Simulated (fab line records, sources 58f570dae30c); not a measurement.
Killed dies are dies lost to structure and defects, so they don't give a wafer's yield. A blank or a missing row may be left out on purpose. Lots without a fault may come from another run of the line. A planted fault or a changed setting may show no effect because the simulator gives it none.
Which tool did it? | flow berkeley_cmos170 | 16 lots, 48 wafers sampled, at 2 steps of a route of 331

WHAT THE GAUGES READ, wafer by wafer
UCB170_PFIELD_OVL_MEAS_06. Usual: PFIELD_OVL 0 nm, standard deviation 4.1.
lot  | measured    | on         | PFIELD_OVL (nm) | flag
L494 | day 4 09:49 | overlay-01 | 6 -6 -4         |
L495 | day 4 14:09 | overlay-01 | 3 2 0           |
L496 | day 4 15:07 | overlay-01 | -4 -2 -2        |
L498 | day 5 07:04 | overlay-02 | -6 1 -3         |
L499 | day 5 07:23 | overlay-02 | 9 4 1           |
L500 | day 5 16:15 | overlay-01 | 1 -1 4          |
L501 | day 5 20:02 | overlay-02 | -5 -4 -3        |
L505 | day 6 20:28 | overlay-01 | 87 96 87        | OFF
L506 | day 6 22:46 | overlay-02 | 93 94 90        | OFF
L507 | day 7 09:31 | overlay-01 | 3 4 -2          |
L508 | day 7 19:23 | overlay-01 | 1 0 -5          |
L510 | day 7 22:12 | overlay-01 | 7 4 2           |
L509 | day 7 22:46 | overlay-02 | 88 91 91        | OFF
L511 | day 8 05:33 | overlay-01 | 86 89 89        | OFF
L516 | day 9 04:00 | overlay-02 | -4 -1 6         |
L517 | day 9 10:07 | overlay-02 | 6 5 3           |

WHICH TOOL RAN EACH LOT (tool, then ch and the chambers of the sampled wafers, then the start)
lot  | UCB170_PFIELD_EXPOSE_03
L494 | krf_scanner-01 ch 0, day 4 09:26
L495 | krf_scanner-01 ch 0, day 4 13:25
L496 | krf_scanner-02 ch 0, day 4 14:46
L498 | krf_scanner-01 ch 0, day 5 06:41
L499 | krf_scanner-01 ch 0, day 5 06:49
L500 | krf_scanner-02 ch 0, day 5 15:32
L501 | krf_scanner-02 ch 0, day 5 19:41
L505 | krf_scanner-01 ch 0, day 6 20:06
L506 | krf_scanner-01 ch 0, day 6 22:21
L507 | krf_scanner-02 ch 0, day 7 09:04
L508 | krf_scanner-02 ch 0, day 7 18:59
L510 | krf_scanner-02 ch 0, day 7 21:49
L509 | krf_scanner-01 ch 0, day 7 22:17
L511 | krf_scanner-01 ch 0, day 8 05:10
L516 | krf_scanner-02 ch 0, day 9 03:34
L517 | krf_scanner-02 ch 0, day 9 08:58
- UCB170_PFIELD_EXPOSE_03: exposes mask PFIELD, target cd 1500 nm.

WHAT THE TOOLS THEMSELVES READ (means of the sampled wafers that have a number; where no wafer has one, the mark that the record gives instead)
The record holds no such reading with a usual standard deviation.

THE ANSWER, worked out from the rows above alone
Rule: a lot is off if the mean of its wafers that have a number lies more than 3 standard deviations from the usual mean. A lot without any number at a reading at which 4 lots or more have one is off too. The other lots that the step has rows for count as sound. The gauges are gone through in route order, then the tools' own readings, and for those a lot's mean is taken as printed above. The first step at which some lot is off is used, and at that step the reading that is off furthest; a lot without a number counts as furthest.
Off: L505, L506, L509, L511, at UCB170_PFIELD_OVL_MEAS_06 (PFIELD_OVL).
A tool fits if, at a process step before that reading, it ran every lot that is off, and no sound lot after the first of them. The gauges at UCB170_PFIELD_OVL_MEAS_06 are tried like those tools. One fits: krf_scanner-01 at UCB170_PFIELD_EXPOSE_03. Its last sound lot is L499 (day 5 06:49), its first lot that is off L505 (day 6 20:06): a fault that began between those two fits.

WHAT THE SIMULATOR HAD PUT IN
Scanner matching overlay: krf_scanner-01, from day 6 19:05 on, at UCB170_PFIELD_EXPOSE_03. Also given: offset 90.
Lots struck among those shown: L505, L506, L509, L511. The rule above found the same.
